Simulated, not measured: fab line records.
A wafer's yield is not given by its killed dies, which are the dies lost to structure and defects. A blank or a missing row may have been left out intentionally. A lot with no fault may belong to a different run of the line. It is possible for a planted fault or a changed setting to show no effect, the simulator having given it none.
8D (eight disciplines) problem report, filled in by code :: flow berkeley cmos170 :: the parts of the form that need people (team, actions taken, sign-off) are left out

## 1. WHAT IS WRONG
ph3 flow sccm at UCB170_CONTACT_CVD_01 reads a mean of 20.04 sccm on 9 wafers of 3 lots; wafers without a fault read 25.00 sccm with a standard deviation of 0.075. Measured from the usual mean, that is -66 standard deviations.
The step: deposits PSG from SiH4/O2/PH3, target thk 700 nm, time 2820 s.
Earliest sighting: wafer L745.1 on lpcvd-01 at day 10 15:27. The record holds 45 wafers of 15 lots with a number at this step. The rule behind "out" and "out of limits": a value lying over 4 standard deviations away from the usual mean. The rest of the wafers with a number are treated as sound.

## 2. WHAT IT IS; WHAT IT IS NOT
question: which readings at this step
is: ph3 flow sccm
is not: pressure mtorr

question: which lots
is: L745, L747, L748
is not: L733, L735, L736, L737, L738, L739, L740, L741, L743, L744, L746, L754

question: which wafers of those lots
is: all that have a number
is not: -

question: read on which tools
is: lpcvd-01
is not: lpcvd-02

question: when
is: from day 10 15:27
is not: up to then (30 sound wafers); but 6 sound wafers of L746, L754 came after

## 3. THE SUSPECTS, EACH WITH WHAT RULES IT OUT
Counting: a tool at any process step up to the reading remains a suspect when it ran all the lots that are out and ran no sound lot after the first of those.
- lpcvd-01 at UCB170_CONTACT_CVD_01 (deposits PSG from SiH4/O2/PH3, target thk 700 nm, time 2820 s): kept. All lots that are out passed through it, beginning with L745 at day 10 15:27, and no sound lot followed; its final sound lot before that point was L743 at day 10 01:21. On those wafers its own readings are out: ph3 flow sccm.
Left after counting: lpcvd-01 at UCB170_CONTACT_CVD_01.

## 4. THE CAUSE (what the simulator had put in)
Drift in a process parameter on lpcvd-01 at UCB170_CONTACT_CVD_01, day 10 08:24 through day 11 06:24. Setting ph3 flow sccm shifted by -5 from 25.
Only this tool survived the counting.

## 5. SEQUENCE OF EFFECTS, ordered by route
One row per reading whose mean, taken over the struck wafers that have a number, lies over 3 standard deviations from the usual. Only readings whose record carries a usual standard deviation are examined. hours: median over the lots of the time between each lot's start at the first step of this table that gives one and its start at this step. sigmas: the change, counted in usual standard deviations.
hours: 0
step: UCB170_CONTACT_CVD_01
reading: ph3 flow sccm
usual: 25.00 sccm
on struck wafers: 20.04
change: -4.96
sigmas: -66
Here are the process steps it includes:
- UCB170_CONTACT_CVD_01: deposits PSG from SiH4/O2/PH3, target thk 700 nm, time 2820 s.
At these later measuring or inspecting steps, every struck wafer for which the step has a row has a number for every such reading, and none has moved that far: UCB170_CONTACT_THK_MEAS_02.

## 6. HOW IT WOULD HAVE BEEN CAUGHT EARLIER
First out-of-limits reading in this record: day 10 15:27, which is 7 hours after fault onset at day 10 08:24.
